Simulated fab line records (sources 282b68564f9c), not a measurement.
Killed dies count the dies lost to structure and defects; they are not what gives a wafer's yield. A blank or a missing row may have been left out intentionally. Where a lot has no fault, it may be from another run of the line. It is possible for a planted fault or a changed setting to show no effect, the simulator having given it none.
Which of the tools did it? || flow rit_cmos || Sampling: 14 lots, 42 wafers, 4 of 202 route steps

== WHAT EACH GAUGE READ, for each wafer ==
RIT_SDANNEAL_RS_MEAS_04: uses a four-point probe to measure.
{"lot": "L906", "measured": "day 3 12:43", "on": "film_metro-01", "PSD_RS (ohm/sq)": "116.04 115.94 115.44"}
{"lot": "L907", "measured": "day 3 18:17", "on": "film_metro-02", "PSD_RS (ohm/sq)": "115.55 115.43 115.20"}
{"lot": "L909", "measured": "day 4 00:53", "on": "film_metro-02", "PSD_RS (ohm/sq)": "115.37 115.53 115.19"}
{"lot": "L910", "measured": "day 4 07:25", "on": "film_metro-02", "PSD_RS (ohm/sq)": "115.61 115.73 115.54"}
{"lot": "L912", "measured": "day 5 02:09", "on": "film_metro-04", "PSD_RS (ohm/sq)": "115.28 115.57 115.83"}
{"lot": "L913", "measured": "day 5 02:23", "on": "film_metro-01", "PSD_RS (ohm/sq)": "115.71 115.45 115.67"}
{"lot": "L914", "measured": "day 5 07:01", "on": "film_metro-04", "PSD_RS (ohm/sq)": "115.34 115.10 115.23"}
{"lot": "L915", "measured": "day 5 14:20", "on": "film_metro-02", "PSD_RS (ohm/sq)": "115.47 114.97 115.32"}
{"lot": "L916", "measured": "day 6 01:44", "on": "film_metro-01", "PSD_RS (ohm/sq)": "115.27 115.59 115.51"}
{"lot": "L918", "measured": "day 6 14:13", "on": "film_metro-02", "PSD_RS (ohm/sq)": "143.68 143.54 144.07"}
{"lot": "L920", "measured": "day 7 01:07", "on": "film_metro-02", "PSD_RS (ohm/sq)": "143.80 143.80 144.05"}
{"lot": "L926", "measured": "day 7 23:17", "on": "film_metro-02", "PSD_RS (ohm/sq)": "115.86 115.47 115.72"}
{"lot": "L927", "measured": "day 8 02:13", "on": "film_metro-02", "PSD_RS (ohm/sq)": "115.34 115.25 115.36"}
{"lot": "L929", "measured": "day 8 06:34", "on": "film_metro-01", "PSD_RS (ohm/sq)": "115.77 116.03 115.47"}

RIT_SDANNEAL_RS_MEAS_05: uses a four-point probe to measure.
{"lot": "L906", "measured": "day 3 12:50", "on": "film_metro-01", "NSD_RS (ohm/sq)": "84.4 84.6 84.4"}
{"lot": "L907", "measured": "day 3 18:25", "on": "film_metro-02", "NSD_RS (ohm/sq)": "84.9 84.7 84.8"}
{"lot": "L909", "measured": "day 4 01:01", "on": "film_metro-02", "NSD_RS (ohm/sq)": "84.8 84.8 84.9"}
{"lot": "L910", "measured": "day 4 07:32", "on": "film_metro-02", "NSD_RS (ohm/sq)": "84.8 84.8 84.7"}
{"lot": "L912", "measured": "day 5 02:16", "on": "film_metro-04", "NSD_RS (ohm/sq)": "84.5 84.4 84.5"}
{"lot": "L913", "measured": "day 5 02:31", "on": "film_metro-01", "NSD_RS (ohm/sq)": "84.7 84.7 84.7"}
{"lot": "L914", "measured": "day 5 07:08", "on": "film_metro-04", "NSD_RS (ohm/sq)": "84.5 84.5 84.2"}
{"lot": "L915", "measured": "day 5 14:27", "on": "film_metro-02", "NSD_RS (ohm/sq)": "85.0 84.6 84.9"}
{"lot": "L916", "measured": "day 6 01:51", "on": "film_metro-01", "NSD_RS (ohm/sq)": "84.1 84.1 84.2"}
{"lot": "L918", "measured": "day 6 14:20", "on": "film_metro-02", "NSD_RS (ohm/sq)": "85.7 85.5 85.8"}
{"lot": "L920", "measured": "day 7 01:14", "on": "film_metro-02", "NSD_RS (ohm/sq)": "85.9 85.9 86.1"}
{"lot": "L926", "measured": "day 7 23:25", "on": "film_metro-02", "NSD_RS (ohm/sq)": "84.5 84.6 84.9"}
{"lot": "L927", "measured": "day 8 02:20", "on": "film_metro-02", "NSD_RS (ohm/sq)": "84.9 84.7 84.8"}
{"lot": "L929", "measured": "day 8 06:41", "on": "film_metro-01", "NSD_RS (ohm/sq)": "84.6 84.6 84.3"}

RIT_SDANNEAL_RS_MEAS_06: uses a four-point probe to measure.
{"lot": "L906", "measured": "day 3 12:58", "on": "film_metro-01", "PLDD_RS (ohm/sq)": "180.0 179.2 179.1"}
{"lot": "L907", "measured": "day 3 18:32", "on": "film_metro-02", "PLDD_RS (ohm/sq)": "179.8 179.4 179.7"}
{"lot": "L909", "measured": "day 4 01:08", "on": "film_metro-02", "PLDD_RS (ohm/sq)": "179.4 179.0 179.1"}
{"lot": "L910", "measured": "day 4 07:40", "on": "film_metro-02", "PLDD_RS (ohm/sq)": "180.1 180.1 180.5"}
{"lot": "L912", "measured": "day 5 02:23", "on": "film_metro-04", "PLDD_RS (ohm/sq)": "179.7 179.7 179.6"}
{"lot": "L913", "measured": "day 5 02:38", "on": "film_metro-01", "PLDD_RS (ohm/sq)": "180.4 180.0 180.0"}
{"lot": "L914", "measured": "day 5 07:16", "on": "film_metro-04", "PLDD_RS (ohm/sq)": "179.9 178.9 178.7"}
{"lot": "L915", "measured": "day 5 14:34", "on": "film_metro-02", "PLDD_RS (ohm/sq)": "179.9 179.8 179.4"}
{"lot": "L916", "measured": "day 6 01:58", "on": "film_metro-01", "PLDD_RS (ohm/sq)": "179.6 180.4 179.5"}
{"lot": "L918", "measured": "day 6 14:27", "on": "film_metro-02", "PLDD_RS (ohm/sq)": "216.2 216.3 216.3"}
{"lot": "L920", "measured": "day 7 01:22", "on": "film_metro-02", "PLDD_RS (ohm/sq)": "216.9 216.1 217.2"}
{"lot": "L926", "measured": "day 7 23:32", "on": "film_metro-02", "PLDD_RS (ohm/sq)": "179.4 179.3 179.1"}
{"lot": "L927", "measured": "day 8 02:27", "on": "film_metro-02", "PLDD_RS (ohm/sq)": "179.0 179.5 178.9"}
{"lot": "L929", "measured": "day 8 06:48", "on": "film_metro-01", "PLDD_RS (ohm/sq)": "179.5 179.0 179.5"}

== WHICH TOOL RAN EACH LOT (tool, then ch and the chambers of the sampled wafers, then the start) ==
{"lot": "L906", "RIT_SDANNEAL_RTA_03": "rtp_anneal-02 ch 0, day 3 12:36"}
{"lot": "L907", "RIT_SDANNEAL_RTA_03": "rtp_anneal-01 ch 0, day 3 18:14"}
{"lot": "L909", "RIT_SDANNEAL_RTA_03": "rtp_anneal-01 ch 0, day 4 00:49"}
{"lot": "L910", "RIT_SDANNEAL_RTA_03": "rtp_anneal-02 ch 0, day 4 07:21"}
{"lot": "L912", "RIT_SDANNEAL_RTA_03": "rtp_anneal-02 ch 0, day 5 02:05"}
{"lot": "L913", "RIT_SDANNEAL_RTA_03": "rtp_anneal-01 ch 0, day 5 02:20"}
{"lot": "L914", "RIT_SDANNEAL_RTA_03": "rtp_anneal-02 ch 0, day 5 06:57"}
{"lot": "L915", "RIT_SDANNEAL_RTA_03": "rtp_anneal-01 ch 0, day 5 14:16"}
{"lot": "L916", "RIT_SDANNEAL_RTA_03": "rtp_anneal-02 ch 0, day 6 01:40"}
{"lot": "L918", "RIT_SDANNEAL_RTA_03": "rtp_anneal-02 ch 0, day 6 14:09"}
{"lot": "L920", "RIT_SDANNEAL_RTA_03": "rtp_anneal-02 ch 0, day 7 01:02"}
{"lot": "L926", "RIT_SDANNEAL_RTA_03": "rtp_anneal-01 ch 0, day 7 23:14"}
{"lot": "L927", "RIT_SDANNEAL_RTA_03": "rtp_anneal-01 ch 0, day 8 02:09"}
{"lot": "L929", "RIT_SDANNEAL_RTA_03": "rtp_anneal-01 ch 0, day 8 06:29"}
- RIT_SDANNEAL_RTA_03: time 5 s.

== AS READ BY THE TOOLS THEMSELVES (means over the sampled wafers that have a number; for cases with no such wafer, the mark the record gives instead) ==
RIT_SDANNEAL_RTA_03.
{"lot": "L906", "tool": "rtp_anneal-02", "chamber_o2_ppm": 2.033, "wafer_temp_C_max": 1053.8}
{"lot": "L907", "tool": "rtp_anneal-01", "chamber_o2_ppm": 1.971, "wafer_temp_C_max": 1054.5}
{"lot": "L909", "tool": "rtp_anneal-01", "chamber_o2_ppm": 1.983, "wafer_temp_C_max": 1052.9}
{"lot": "L910", "tool": "rtp_anneal-02", "chamber_o2_ppm": 1.960, "wafer_temp_C_max": 1052.8}
{"lot": "L912", "tool": "rtp_anneal-02", "chamber_o2_ppm": 1.988, "wafer_temp_C_max": 1053.7}
{"lot": "L913", "tool": "rtp_anneal-01", "chamber_o2_ppm": 1.987, "wafer_temp_C_max": 1053.7}
{"lot": "L914", "tool": "rtp_anneal-02", "chamber_o2_ppm": 1.984, "wafer_temp_C_max": 1052.9}
{"lot": "L915", "tool": "rtp_anneal-01", "chamber_o2_ppm": 1.983, "wafer_temp_C_max": 1053.0}
{"lot": "L916", "tool": "rtp_anneal-02", "chamber_o2_ppm": 2.007, "wafer_temp_C_max": 1052.9}
{"lot": "L918", "tool": "rtp_anneal-02", "chamber_o2_ppm": 2.012, "wafer_temp_C_max": 1013.4}
{"lot": "L920", "tool": "rtp_anneal-02", "chamber_o2_ppm": 1.965, "wafer_temp_C_max": 1014.2}
{"lot": "L926", "tool": "rtp_anneal-01", "chamber_o2_ppm": 2.021, "wafer_temp_C_max": 1053.1}
{"lot": "L927", "tool": "rtp_anneal-01", "chamber_o2_ppm": 1.978, "wafer_temp_C_max": 1055.1}
{"lot": "L929", "tool": "rtp_anneal-01", "chamber_o2_ppm": 1.974, "wafer_temp_C_max": 1053.2}

== THE ANSWER, worked out from the rows above alone ==
Rule: usual is defined by the lots themselves. Put in order of their means at a reading, lots are off if they are a third of the lots or fewer, leave a main group of 4 or more, and stand apart from it by a gap of 3 or more times the standard deviation of the main group's means; of several such gaps the widest counts. If all means in a main group match to the digits the tables above print for the reading, that group is not used. Also off: a lot with no number at a reading for which 4 or more lots have one. All remaining lots with rows at the step are treated as sound. Order of review: gauges by route order, followed by the tools' own readings, for which a lot's mean as printed above is used. At the first step where some lot is off, the reading lying furthest off is the one used; lots without a number count as furthest.
Off: L918, L920, at RIT_SDANNEAL_RS_MEAS_04 (PSD_RS). Mean 115.50 ohm/sq and standard deviation 0.19 in the main group.
A tool fits if, at a process step before that reading, it ran every lot that is off, and no sound lot after the first of them. Not tried: the gauges at RIT_SDANNEAL_RS_MEAS_04; whatever is off there is also off at RIT_SDANNEAL_RTA_03, on other tools, and gauge error can't account for it. One fits: rtp_anneal-02 at RIT_SDANNEAL_RTA_03. A fault onset in the window from L916 (day 6 01:40, its last sound lot) to L918 (day 6 14:09, its first lot off) fits.
The tool's own readings at RIT_SDANNEAL_RTA_03 bear it out: on the lots that are off they differ by more than 5 times the standard deviation of the sound lots' means. wafer_temp_C_max reads 1013.8 there against 1053.5 on the sound lots.

== WHAT THE SIMULATOR PUT IN ==
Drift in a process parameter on rtp_anneal-02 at RIT_SDANNEAL_RTA_03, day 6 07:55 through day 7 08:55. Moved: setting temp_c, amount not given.
Lots struck among those shown: L918, L920. The rule above found the same.
